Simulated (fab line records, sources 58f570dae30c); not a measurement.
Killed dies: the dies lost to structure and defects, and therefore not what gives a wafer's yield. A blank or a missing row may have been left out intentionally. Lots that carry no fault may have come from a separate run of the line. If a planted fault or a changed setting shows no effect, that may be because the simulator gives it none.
Which of the tools did it? || flow berkeley-cmos170 || Sampling: 14 lots, 42 wafers, 7 of 331 route steps

## WHAT THE GAUGES SHOWED, per wafer
UCB170_FIELD_THK_MEAS_02. Usual: FIELD_OXIDE_THK gives 552 nm (standard deviation 11).
{"lot": "L422", "measured": "day 5 15:42", "on": "film-metro-03", "FIELD_OXIDE_THK (nm)": "561 564 563", "flag": ""}
{"lot": "L424", "measured": "day 5 15:40", "on": "film-metro-01", "FIELD_OXIDE_THK (nm)": "557 572 567", "flag": ""}
{"lot": "L425", "measured": "day 6 04:23", "on": "film-metro-01", "FIELD_OXIDE_THK (nm)": "561 561 568", "flag": ""}
{"lot": "L427", "measured": "day 6 04:23", "on": "film-metro-03", "FIELD_OXIDE_THK (nm)": "548 550 552", "flag": ""}
{"lot": "L429", "measured": "day 6 14:26", "on": "film-metro-01", "FIELD_OXIDE_THK (nm)": "556 548 541", "flag": ""}
{"lot": "L431", "measured": "day 7 06:17", "on": "film-metro-03", "FIELD_OXIDE_THK (nm)": "559 556 557", "flag": ""}
{"lot": "L430", "measured": "day 7 06:17", "on": "film-metro-02", "FIELD_OXIDE_THK (nm)": "573 566 558", "flag": ""}
{"lot": "L432", "measured": "day 7 13:49", "on": "film-metro-02", "FIELD_OXIDE_THK (nm)": "555 556 552", "flag": ""}
{"lot": "L433", "measured": "day 7 13:50", "on": "film-metro-01", "FIELD_OXIDE_THK (nm)": "561 566 568", "flag": ""}
{"lot": "L434", "measured": "day 7 13:50", "on": "film-metro-03", "FIELD_OXIDE_THK (nm)": "540 539 534", "flag": ""}
{"lot": "L435", "measured": "day 8 01:07", "on": "film-metro-02", "FIELD_OXIDE_THK (nm)": "466 470 472", "flag": "OFF"}
{"lot": "L436", "measured": "day 8 01:08", "on": "film-metro-01", "FIELD_OXIDE_THK (nm)": "456 460 464", "flag": "OFF"}
{"lot": "L437", "measured": "day 8 12:08", "on": "film-metro-03", "FIELD_OXIDE_THK (nm)": "448 438 454", "flag": "OFF"}
{"lot": "L445", "measured": "day 10 01:37", "on": "film-metro-03", "FIELD_OXIDE_THK (nm)": "545 557 550", "flag": ""}

UCB170_FIELD_THK_MEAS_90. Usual: FIELD_OXIDE_LEFT_1_THK gives 436 nm (standard deviation 11).
{"lot": "L422", "measured": "day 6 00:34", "on": "film-metro-03", "FIELD_OXIDE_LEFT_1_THK (nm)": "444 448 446", "flag": ""}
{"lot": "L424", "measured": "day 6 00:35", "on": "film-metro-02", "FIELD_OXIDE_LEFT_1_THK (nm)": "441 454 450", "flag": ""}
{"lot": "L425", "measured": "day 6 13:28", "on": "film-metro-02", "FIELD_OXIDE_LEFT_1_THK (nm)": "446 446 453", "flag": ""}
{"lot": "L427", "measured": "day 6 13:28", "on": "film-metro-03", "FIELD_OXIDE_LEFT_1_THK (nm)": "431 433 435", "flag": ""}
{"lot": "L429", "measured": "day 7 00:19", "on": "film-metro-03", "FIELD_OXIDE_LEFT_1_THK (nm)": "440 432 424", "flag": ""}
{"lot": "L431", "measured": "day 7 15:43", "on": "film-metro-03", "FIELD_OXIDE_LEFT_1_THK (nm)": "442 440 442", "flag": ""}
{"lot": "L430", "measured": "day 7 15:43", "on": "film-metro-02", "FIELD_OXIDE_LEFT_1_THK (nm)": "456 449 441", "flag": ""}
{"lot": "L432", "measured": "day 7 21:18", "on": "film-metro-03", "FIELD_OXIDE_LEFT_1_THK (nm)": "438 439 434", "flag": ""}
{"lot": "L433", "measured": "day 7 21:19", "on": "film-metro-02", "FIELD_OXIDE_LEFT_1_THK (nm)": "444 449 451", "flag": ""}
{"lot": "L434", "measured": "day 7 21:18", "on": "film-metro-01", "FIELD_OXIDE_LEFT_1_THK (nm)": "423 422 418", "flag": ""}
{"lot": "L435", "measured": "day 8 08:35", "on": "film-metro-01", "FIELD_OXIDE_LEFT_1_THK (nm)": "348 351 354", "flag": "OFF"}
{"lot": "L436", "measured": "day 8 08:34", "on": "film-metro-02", "FIELD_OXIDE_LEFT_1_THK (nm)": "341 345 349", "flag": "OFF"}
{"lot": "L437", "measured": "day 8 21:10", "on": "film-metro-02", "FIELD_OXIDE_LEFT_1_THK (nm)": "333 322 339", "flag": "OFF"}
{"lot": "L445", "measured": "day 10 11:15", "on": "film-metro-02", "FIELD_OXIDE_LEFT_1_THK (nm)": "428 439 433", "flag": ""}

UCB170_FIELD_THK_MEAS_91. Usual: FIELD_OXIDE_LEFT_2_THK gives 347 nm (standard deviation 11).
{"lot": "L422", "measured": "day 6 23:11", "on": "film-metro-02", "FIELD_OXIDE_LEFT_2_THK (nm)": "355 359 357", "flag": ""}
{"lot": "L424", "measured": "day 6 23:27", "on": "film-metro-01", "FIELD_OXIDE_LEFT_2_THK (nm)": "351 365 361", "flag": ""}
{"lot": "L425", "measured": "day 7 08:11", "on": "film-metro-02", "FIELD_OXIDE_LEFT_2_THK (nm)": "358 358 365", "flag": ""}
{"lot": "L427", "measured": "day 7 08:38", "on": "film-metro-01", "FIELD_OXIDE_LEFT_2_THK (nm)": "343 346 346", "flag": ""}
{"lot": "L429", "measured": "day 7 22:57", "on": "film-metro-02", "FIELD_OXIDE_LEFT_2_THK (nm)": "352 344 336", "flag": ""}
{"lot": "L431", "measured": "day 8 08:56", "on": "film-metro-02", "FIELD_OXIDE_LEFT_2_THK (nm)": "354 351 353", "flag": ""}
{"lot": "L430", "measured": "day 8 08:16", "on": "film-metro-02", "FIELD_OXIDE_LEFT_2_THK (nm)": "368 362 354", "flag": ""}
{"lot": "L432", "measured": "day 8 17:55", "on": "film-metro-01", "FIELD_OXIDE_LEFT_2_THK (nm)": "350 351 347", "flag": ""}
{"lot": "L433", "measured": "day 8 17:28", "on": "film-metro-03", "FIELD_OXIDE_LEFT_2_THK (nm)": "354 359 361", "flag": ""}
{"lot": "L434", "measured": "day 8 17:38", "on": "film-metro-02", "FIELD_OXIDE_LEFT_2_THK (nm)": "335 334 331", "flag": ""}
{"lot": "L435", "measured": "day 9 06:04", "on": "film-metro-02", "FIELD_OXIDE_LEFT_2_THK (nm)": "260 263 266", "flag": "OFF"}
{"lot": "L436", "measured": "day 9 05:46", "on": "film-metro-02", "FIELD_OXIDE_LEFT_2_THK (nm)": "252 256 260", "flag": "OFF"}
{"lot": "L437", "measured": "day 9 17:09", "on": "film-metro-01", "FIELD_OXIDE_LEFT_2_THK (nm)": "244 234 250", "flag": "OFF"}
{"lot": "L445", "measured": "day 11 10:50", "on": "film-metro-02", "FIELD_OXIDE_LEFT_2_THK (nm)": "339 351 345", "flag": ""}

## EACH LOT AND THE TOOL THAT RAN IT (in order: tool; ch and the chambers of the sampled wafers; start)
{"lot": "L422", "UCB170_ZERO_STRIP_07": "plasma-asher-04 ch 0,1, day 2 00:43", "UCB170_NWELL_ETCH_13": "rie-diel-04 ch 1,2,3, day 2 14:50", "UCB170_FIELD_OXIDATION_01": "furnace-01 ch 0, day 5 12:39", "UCB170_NVT_STRIP_08": "plasma-asher-02 ch 0,1, day 6 18:35"}
{"lot": "L424", "UCB170_ZERO_STRIP_07": "plasma-asher-04 ch 0,1, day 2 08:59", "UCB170_NWELL_ETCH_13": "rie-diel-03 ch 0,1,3, day 3 01:47", "UCB170_FIELD_OXIDATION_01": "furnace-01 ch 0, day 5 12:39", "UCB170_NVT_STRIP_08": "plasma-asher-04 ch 0,1, day 6 18:44"}
{"lot": "L425", "UCB170_ZERO_STRIP_07": "plasma-asher-01 ch 0,1, day 2 13:28", "UCB170_NWELL_ETCH_13": "rie-diel-03 ch 1,2,3, day 3 09:27", "UCB170_FIELD_OXIDATION_01": "furnace-02 ch 0, day 6 01:23", "UCB170_NVT_STRIP_08": "plasma-asher-01 ch 0,1, day 7 06:17"}
{"lot": "L427", "UCB170_ZERO_STRIP_07": "plasma-asher-04 ch 0,1, day 3 00:20", "UCB170_NWELL_ETCH_13": "rie-diel-02 ch 0,1,3, day 3 14:15", "UCB170_FIELD_OXIDATION_01": "furnace-02 ch 0, day 6 01:23", "UCB170_NVT_STRIP_08": "plasma-asher-01 ch 0,1, day 7 06:38"}
{"lot": "L429", "UCB170_ZERO_STRIP_07": "plasma-asher-03 ch 0,1, day 3 09:52", "UCB170_NWELL_ETCH_13": "rie-diel-04 ch 0,1,3, day 4 02:05", "UCB170_FIELD_OXIDATION_01": "furnace-04 ch 0, day 6 11:26", "UCB170_NVT_STRIP_08": "plasma-asher-02 ch 0,1, day 7 19:49"}
{"lot": "L431", "UCB170_ZERO_STRIP_07": "plasma-asher-01 ch 0,1, day 3 18:56", "UCB170_NWELL_ETCH_13": "rie-diel-02 ch 0,1, day 4 10:08", "UCB170_FIELD_OXIDATION_01": "furnace-04 ch 0, day 7 03:17", "UCB170_NVT_STRIP_08": "plasma-asher-04 ch 0,1, day 8 05:08"}
{"lot": "L430", "UCB170_ZERO_STRIP_07": "plasma-asher-03 ch 0,1, day 3 19:06", "UCB170_NWELL_ETCH_13": "rie-diel-04 ch 0,2, day 4 10:01", "UCB170_FIELD_OXIDATION_01": "furnace-04 ch 0, day 7 03:17", "UCB170_NVT_STRIP_08": "plasma-asher-02 ch 0,1, day 8 05:01"}
{"lot": "L432", "UCB170_ZERO_STRIP_07": "plasma-asher-03 ch 0,1, day 4 02:38", "UCB170_NWELL_ETCH_13": "rie-diel-03 ch 1,2,3, day 4 18:51", "UCB170_FIELD_OXIDATION_01": "furnace-02 ch 0, day 7 10:48", "UCB170_NVT_STRIP_08": "plasma-asher-02 ch 1, day 8 14:13"}
{"lot": "L433", "UCB170_ZERO_STRIP_07": "plasma-asher-01 ch 0,1, day 4 02:55", "UCB170_NWELL_ETCH_13": "rie-diel-04 ch 0,2,3, day 4 18:37", "UCB170_FIELD_OXIDATION_01": "furnace-02 ch 0, day 7 10:48", "UCB170_NVT_STRIP_08": "plasma-asher-02 ch 0,1, day 8 13:52"}
{"lot": "L434", "UCB170_ZERO_STRIP_07": "plasma-asher-01 ch 0,1, day 4 11:17", "UCB170_NWELL_ETCH_13": "rie-diel-02 ch 2,3, day 5 04:29", "UCB170_FIELD_OXIDATION_01": "furnace-02 ch 0, day 7 10:48", "UCB170_NVT_STRIP_08": "plasma-asher-01 ch 1, day 8 14:29"}
{"lot": "L435", "UCB170_ZERO_STRIP_07": "plasma-asher-03 ch 0,1, day 4 15:59", "UCB170_NWELL_ETCH_13": "rie-diel-02 ch 0,2, day 5 12:10", "UCB170_FIELD_OXIDATION_01": "furnace-02 ch 0, day 7 22:05", "UCB170_NVT_STRIP_08": "plasma-asher-01 ch 0,1, day 9 03:08"}
{"lot": "L436", "UCB170_ZERO_STRIP_07": "plasma-asher-04 ch 0,1, day 4 21:31", "UCB170_NWELL_ETCH_13": "rie-diel-03 ch 0,2,3, day 5 12:14", "UCB170_FIELD_OXIDATION_01": "furnace-02 ch 0, day 7 22:05", "UCB170_NVT_STRIP_08": "plasma-asher-04 ch 0,1, day 9 03:04"}
{"lot": "L437", "UCB170_ZERO_STRIP_07": "plasma-asher-01 ch 0,1, day 5 05:37", "UCB170_NWELL_ETCH_13": "rie-diel-03 ch 1,2,3, day 5 20:20", "UCB170_FIELD_OXIDATION_01": "furnace-02 ch 0, day 8 09:07", "UCB170_NVT_STRIP_08": "plasma-asher-04 ch 0,1, day 9 15:02"}
{"lot": "L445", "UCB170_ZERO_STRIP_07": "plasma-asher-04 ch 0,1, day 6 18:13", "UCB170_NWELL_ETCH_13": "rie-diel-04 ch 0,1,3, day 7 11:44", "UCB170_FIELD_OXIDATION_01": "furnace-04 ch 0, day 9 22:35", "UCB170_NVT_STRIP_08": "plasma-asher-02 ch 0,1, day 11 08:36"}
- UCB170_ZERO_STRIP_07: strips in O2.
- UCB170_NWELL_ETCH_13: etches Si3N4 in CH3F/Ar/O2, stops on SiO2, target depth 246.4 nm, time 154 s.
- UCB170_FIELD_OXIDATION_01: target thk 558.3 nm, ox time 7200 s.
- UCB170_NVT_STRIP_08: strips in O2.

## WHAT THE TOOLS THEMSELVES READ (means of the sampled wafers that have a number; where no wafer has one, the mark that the record gives instead)
UCB170_ZERO_STRIP_07. Usual: drypump-motor-current-A 5.6 A, standard deviation 0.4; oes-product-au 0.727 a.u., standard deviation 0.0051; strip-time-to-endpoint-s 21.48 s, standard deviation 0.072.
{"lot": "L422", "tool": "plasma-asher-04", "drypump-motor-current-A (A)": 6.0, "oes-product-au (a.u.)": 0.724, "strip-time-to-endpoint-s (s)": 21.52, "flag": ""}
{"lot": "L424", "tool": "plasma-asher-04", "drypump-motor-current-A (A)": 6.1, "oes-product-au (a.u.)": 0.728, "strip-time-to-endpoint-s (s)": 21.28, "flag": ""}
{"lot": "L425", "tool": "plasma-asher-01", "drypump-motor-current-A (A)": 5.2, "oes-product-au (a.u.)": 0.730, "strip-time-to-endpoint-s (s)": 21.48, "flag": ""}
{"lot": "L427", "tool": "plasma-asher-04", "drypump-motor-current-A (A)": 5.9, "oes-product-au (a.u.)": 0.727, "strip-time-to-endpoint-s (s)": 21.48, "flag": ""}
{"lot": "L429", "tool": "plasma-asher-03", "drypump-motor-current-A (A)": 5.7, "oes-product-au (a.u.)": 0.728, "strip-time-to-endpoint-s (s)": 21.53, "flag": ""}
{"lot": "L431", "tool": "plasma-asher-01", "drypump-motor-current-A (A)": 5.1, "oes-product-au (a.u.)": 0.727, "strip-time-to-endpoint-s (s)": 21.41, "flag": ""}
{"lot": "L430", "tool": "plasma-asher-03", "drypump-motor-current-A (A)": 5.7, "oes-product-au (a.u.)": 0.729, "strip-time-to-endpoint-s (s)": 21.38, "flag": ""}
{"lot": "L432", "tool": "plasma-asher-03", "drypump-motor-current-A (A)": 5.7, "oes-product-au (a.u.)": 0.728, "strip-time-to-endpoint-s (s)": 21.57, "flag": ""}
{"lot": "L433", "tool": "plasma-asher-01", "drypump-motor-current-A (A)": 5.2, "oes-product-au (a.u.)": 0.729, "strip-time-to-endpoint-s (s)": 21.47, "flag": ""}
{"lot": "L434", "tool": "plasma-asher-01", "drypump-motor-current-A (A)": 5.2, "oes-product-au (a.u.)": 0.727, "strip-time-to-endpoint-s (s)": 21.45, "flag": ""}
{"lot": "L435", "tool": "plasma-asher-03", "drypump-motor-current-A (A)": 5.7, "oes-product-au (a.u.)": 0.726, "strip-time-to-endpoint-s (s)": 21.57, "flag": ""}
{"lot": "L436", "tool": "plasma-asher-04", "drypump-motor-current-A (A)": 6.0, "oes-product-au (a.u.)": 0.724, "strip-time-to-endpoint-s (s)": 21.54, "flag": ""}
{"lot": "L437", "tool": "plasma-asher-01", "drypump-motor-current-A (A)": 5.1, "oes-product-au (a.u.)": 0.730, "strip-time-to-endpoint-s (s)": 21.57, "flag": ""}
{"lot": "L445", "tool": "plasma-asher-04", "drypump-motor-current-A (A)": 6.0, "oes-product-au (a.u.)": 0.727, "strip-time-to-endpoint-s (s)": 21.54, "flag": ""}

UCB170_NWELL_ETCH_13. Usual: drypump-motor-current-A 5.7 A, standard deviation 0.53; oes-product-au 0.941 a.u., standard deviation 0.014; throttle-valve-pct 8.00 %, standard deviation 0.089.
{"lot": "L422", "tool": "rie-diel-04", "drypump-motor-current-A (A)": 6.2, "oes-product-au (a.u.)": 0.931, "throttle-valve-pct (%)": 7.97, "flag": ""}
{"lot": "L424", "tool": "rie-diel-03", "drypump-motor-current-A (A)": 5.4, "oes-product-au (a.u.)": 0.946, "throttle-valve-pct (%)": 8.00, "flag": ""}
{"lot": "L425", "tool": "rie-diel-03", "drypump-motor-current-A (A)": 5.4, "oes-product-au (a.u.)": 0.952, "throttle-valve-pct (%)": 7.98, "flag": ""}
{"lot": "L427", "tool": "rie-diel-02", "drypump-motor-current-A (A)": 5.4, "oes-product-au (a.u.)": 0.932, "throttle-valve-pct (%)": 8.01, "flag": ""}
{"lot": "L429", "tool": "rie-diel-04", "drypump-motor-current-A (A)": 6.0, "oes-product-au (a.u.)": 0.936, "throttle-valve-pct (%)": 8.00, "flag": ""}
{"lot": "L431", "tool": "rie-diel-02", "drypump-motor-current-A (A)": 5.6, "oes-product-au (a.u.)": 0.935, "throttle-valve-pct (%)": 7.93, "flag": ""}
{"lot": "L430", "tool": "rie-diel-04", "drypump-motor-current-A (A)": 6.1, "oes-product-au (a.u.)": 0.942, "throttle-valve-pct (%)": 7.91, "flag": ""}
{"lot": "L432", "tool": "rie-diel-03", "drypump-motor-current-A (A)": 5.5, "oes-product-au (a.u.)": 0.948, "throttle-valve-pct (%)": 7.97, "flag": ""}
{"lot": "L433", "tool": "rie-diel-04", "drypump-motor-current-A (A)": 6.0, "oes-product-au (a.u.)": 0.946, "throttle-valve-pct (%)": 7.95, "flag": ""}
{"lot": "L434", "tool": "rie-diel-02", "drypump-motor-current-A (A)": 5.2, "oes-product-au (a.u.)": 0.936, "throttle-valve-pct (%)": 8.08, "flag": ""}
{"lot": "L435", "tool": "rie-diel-02", "drypump-motor-current-A (A)": 5.7, "oes-product-au (a.u.)": 0.951, "throttle-valve-pct (%)": 7.97, "flag": ""}
{"lot": "L436", "tool": "rie-diel-03", "drypump-motor-current-A (A)": 6.0, "oes-product-au (a.u.)": 0.952, "throttle-valve-pct (%)": 8.07, "flag": ""}
{"lot": "L437", "tool": "rie-diel-03", "drypump-motor-current-A (A)": 5.5, "oes-product-au (a.u.)": 0.948, "throttle-valve-pct (%)": 7.98, "flag": ""}
{"lot": "L445", "tool": "rie-diel-04", "drypump-motor-current-A (A)": 6.0, "oes-product-au (a.u.)": 0.937, "throttle-valve-pct (%)": 7.99, "flag": ""}

UCB170_FIELD_OXIDATION_01. Usual: spike-tc-centre-C 1003.6 C (standard deviation 1.6); spike-tc-load-C 1022.7 C (standard deviation 1.8); spike-tc-source-C 1023.1 C (standard deviation 2.6); tube-center-temp-C 1000 C (standard deviation 0.085); tube_center_temp_C_max 1002.5 (standard deviation 0.45); zone-power-centre-pct 43.7 % (standard deviation 2); zone-power-source-pct 30.2 % (standard deviation 0.61).
{"lot": "L422", "tool": "furnace-01", "spike-tc-centre-C (C)": 1001.8, "spike-tc-load-C (C)": 1023.0, "spike-tc-source-C (C)": 1028.1, "tube-center-temp-C (C)": 1000, "tube_center_temp_C_max": 1002.8, "zone-power-centre-pct (%)": 42.6, "zone-power-source-pct (%)": 29.5, "flag": ""}
{"lot": "L424", "tool": "furnace-01", "spike-tc-centre-C (C)": 1002.0, "spike-tc-load-C (C)": 1022.3, "spike-tc-source-C (C)": 1027.2, "tube-center-temp-C (C)": 1000, "tube_center_temp_C_max": 1002.4, "zone-power-centre-pct (%)": 42.3, "zone-power-source-pct (%)": 29.3, "flag": ""}
{"lot": "L425", "tool": "furnace-02", "spike-tc-centre-C (C)": 1004.7, "spike-tc-load-C (C)": 1021.4, "spike-tc-source-C (C)": 1021.0, "tube-center-temp-C (C)": 1000, "tube_center_temp_C_max": 1002.4, "zone-power-centre-pct (%)": 42.6, "zone-power-source-pct (%)": 30.1, "flag": ""}
{"lot": "L427", "tool": "furnace-02", "spike-tc-centre-C (C)": 1004.4, "spike-tc-load-C (C)": 1022.8, "spike-tc-source-C (C)": 1021.3, "tube-center-temp-C (C)": 1000, "tube_center_temp_C_max": 1002.3, "zone-power-centre-pct (%)": 43.1, "zone-power-source-pct (%)": 30.0, "flag": ""}
{"lot": "L429", "tool": "furnace-04", "spike-tc-centre-C (C)": 1002.5, "spike-tc-load-C (C)": 1025.9, "spike-tc-source-C (C)": 1027.2, "tube-center-temp-C (C)": 1000, "tube_center_temp_C_max": 1002.4, "zone-power-centre-pct (%)": 47.2, "zone-power-source-pct (%)": 31.0, "flag": ""}
{"lot": "L431", "tool": "furnace-04", "spike-tc-centre-C (C)": 1002.3, "spike-tc-load-C (C)": 1026.0, "spike-tc-source-C (C)": 1026.3, "tube-center-temp-C (C)": 1000, "tube_center_temp_C_max": 1002.5, "zone-power-centre-pct (%)": 47.3, "zone-power-source-pct (%)": 31.3, "flag": ""}
{"lot": "L430", "tool": "furnace-04", "spike-tc-centre-C (C)": 1001.5, "spike-tc-load-C (C)": 1025.4, "spike-tc-source-C (C)": 1026.2, "tube-center-temp-C (C)": 1000, "tube_center_temp_C_max": 1002.6, "zone-power-centre-pct (%)": 47.2, "zone-power-source-pct (%)": 31.3, "flag": ""}
{"lot": "L432", "tool": "furnace-02", "spike-tc-centre-C (C)": 1004.5, "spike-tc-load-C (C)": 1021.1, "spike-tc-source-C (C)": 1020.7, "tube-center-temp-C (C)": 1000, "tube_center_temp_C_max": 1002.5, "zone-power-centre-pct (%)": 42.8, "zone-power-source-pct (%)": 30.1, "flag": ""}
{"lot": "L433", "tool": "furnace-02", "spike-tc-centre-C (C)": 1003.3, "spike-tc-load-C (C)": 1020.8, "spike-tc-source-C (C)": 1021.2, "tube-center-temp-C (C)": 1000, "tube_center_temp_C_max": 1002.5, "zone-power-centre-pct (%)": 42.7, "zone-power-source-pct (%)": 30.0, "flag": ""}
{"lot": "L434", "tool": "furnace-02", "spike-tc-centre-C (C)": 1003.6, "spike-tc-load-C (C)": 1022.1, "spike-tc-source-C (C)": 1021.9, "tube-center-temp-C (C)": 1000, "tube_center_temp_C_max": 1002.4, "zone-power-centre-pct (%)": 42.3, "zone-power-source-pct (%)": 29.9, "flag": ""}
{"lot": "L435", "tool": "furnace-02", "spike-tc-centre-C (C)": 979.2, "spike-tc-load-C (C)": 996.5, "spike-tc-source-C (C)": 995.9, "tube-center-temp-C (C)": 975, "tube_center_temp_C_max": 977.7, "zone-power-centre-pct (%)": 41.5, "zone-power-source-pct (%)": 28.4, "flag": "OFF"}
{"lot": "L436", "tool": "furnace-02", "spike-tc-centre-C (C)": 978.6, "spike-tc-load-C (C)": 996.2, "spike-tc-source-C (C)": 996.0, "tube-center-temp-C (C)": 975, "tube_center_temp_C_max": 977.7, "zone-power-centre-pct (%)": 41.2, "zone-power-source-pct (%)": 28.4, "flag": "OFF"}
{"lot": "L437", "tool": "furnace-02", "spike-tc-centre-C (C)": 979.3, "spike-tc-load-C (C)": 997.3, "spike-tc-source-C (C)": 996.1, "tube-center-temp-C (C)": 975, "tube_center_temp_C_max": 977.3, "zone-power-centre-pct (%)": 41.6, "zone-power-source-pct (%)": 28.5, "flag": "OFF"}
{"lot": "L445", "tool": "furnace-04", "spike-tc-centre-C (C)": 1001.9, "spike-tc-load-C (C)": 1025.8, "spike-tc-source-C (C)": 1025.6, "tube-center-temp-C (C)": 1000, "tube_center_temp_C_max": 1002.7, "zone-power-centre-pct (%)": 47.7, "zone-power-source-pct (%)": 31.3, "flag": ""}

UCB170_NVT_STRIP_08. Usual: drypump-motor-current-A 6.0 A, standard deviation 0.5; oes-product-au 0.735 a.u., standard deviation 0.0047; strip-time-to-endpoint-s 21.64 s, standard deviation 0.051.
{"lot": "L422", "tool": "plasma-asher-02", "drypump-motor-current-A (A)": 6.4, "oes-product-au (a.u.)": 0.737, "strip-time-to-endpoint-s (s)": 21.68, "flag": ""}
{"lot": "L424", "tool": "plasma-asher-04", "drypump-motor-current-A (A)": 6.1, "oes-product-au (a.u.)": 0.741, "strip-time-to-endpoint-s (s)": 21.66, "flag": ""}
{"lot": "L425", "tool": "plasma-asher-01", "drypump-motor-current-A (A)": 5.2, "oes-product-au (a.u.)": 0.730, "strip-time-to-endpoint-s (s)": 21.64, "flag": ""}
{"lot": "L427", "tool": "plasma-asher-01", "drypump-motor-current-A (A)": 5.1, "oes-product-au (a.u.)": 0.738, "strip-time-to-endpoint-s (s)": 21.61, "flag": ""}
{"lot": "L429", "tool": "plasma-asher-02", "drypump-motor-current-A (A)": 6.4, "oes-product-au (a.u.)": 0.732, "strip-time-to-endpoint-s (s)": 21.64, "flag": ""}
{"lot": "L431", "tool": "plasma-asher-04", "drypump-motor-current-A (A)": 6.0, "oes-product-au (a.u.)": 0.738, "strip-time-to-endpoint-s (s)": 21.62, "flag": ""}
{"lot": "L430", "tool": "plasma-asher-02", "drypump-motor-current-A (A)": 6.4, "oes-product-au (a.u.)": 0.736, "strip-time-to-endpoint-s (s)": 21.65, "flag": ""}
{"lot": "L432", "tool": "plasma-asher-02", "drypump-motor-current-A (A)": 6.1, "oes-product-au (a.u.)": 0.732, "strip-time-to-endpoint-s (s)": 21.63, "flag": ""}
{"lot": "L433", "tool": "plasma-asher-02", "drypump-motor-current-A (A)": 6.3, "oes-product-au (a.u.)": 0.735, "strip-time-to-endpoint-s (s)": 21.61, "flag": ""}
{"lot": "L434", "tool": "plasma-asher-01", "drypump-motor-current-A (A)": 5.1, "oes-product-au (a.u.)": 0.736, "strip-time-to-endpoint-s (s)": 21.59, "flag": ""}
{"lot": "L435", "tool": "plasma-asher-01", "drypump-motor-current-A (A)": 5.2, "oes-product-au (a.u.)": 0.735, "strip-time-to-endpoint-s (s)": 21.58, "flag": ""}
{"lot": "L436", "tool": "plasma-asher-04", "drypump-motor-current-A (A)": 6.1, "oes-product-au (a.u.)": 0.737, "strip-time-to-endpoint-s (s)": 21.53, "flag": ""}
{"lot": "L437", "tool": "plasma-asher-04", "drypump-motor-current-A (A)": 6.0, "oes-product-au (a.u.)": 0.733, "strip-time-to-endpoint-s (s)": 21.70, "flag": ""}
{"lot": "L445", "tool": "plasma-asher-02", "drypump-motor-current-A (A)": 6.4, "oes-product-au (a.u.)": 0.734, "strip-time-to-endpoint-s (s)": 21.63, "flag": ""}

## THE ANSWER, worked out from the rows above alone
Rule: take the mean of a lot's wafers that have a number; if it is more than 3 standard deviations from the usual mean, the lot is off. Also off: a lot with no number at a reading for which 4 or more lots have one. The other lots that the step has rows for count as sound. Order of review: gauges by route order, followed by the tools' own readings, for which a lot's mean as printed above is used. The first step at which some lot is off is used, and at that step the reading that is off furthest; a lot without a number counts as furthest.
Off: at UCB170_FIELD_THK_MEAS_02 (FIELD_OXIDE_THK), L435, L436, L437.
If a tool, at a process step before that reading, ran all the lots that are off and no sound lot after the first of them, it fits. The gauges at UCB170_FIELD_THK_MEAS_02 aren't tried: what is off there is off at UCB170_FIELD_OXIDATION_01 too, on other tools, and a gauge's error can't cause that. One candidate fits, namely furnace-02 at UCB170_FIELD_OXIDATION_01. A fault onset in the window from L432 (day 7 10:48, its last sound lot) to L435 (day 7 22:05, its first lot off) fits.
The tool's own readings at UCB170_FIELD_OXIDATION_01 bear it out: on the lots that are off they differ by more than 5 times the standard deviation of the sound lots' means. spike-tc-centre-C reads 979.0 C there against 1003.0 C on the sound lots; spike-tc-load-C reads 996.7 C there against 1023.3 C on the sound lots; spike-tc-source-C reads 996.0 C there against 1024.2 C on the sound lots; tube-center-temp-C reads 975 C there against 1000 C on the sound lots; tube_center_temp_C_max reads 977.6 there against 1002.5 on the sound lots.

## WHAT THE SIMULATOR HAD PUT IN
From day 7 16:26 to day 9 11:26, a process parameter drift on furnace-02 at UCB170_FIELD_OXIDATION_01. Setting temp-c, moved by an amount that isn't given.
Shown lots that were struck: L435, L436, L437. The rule above found the same.
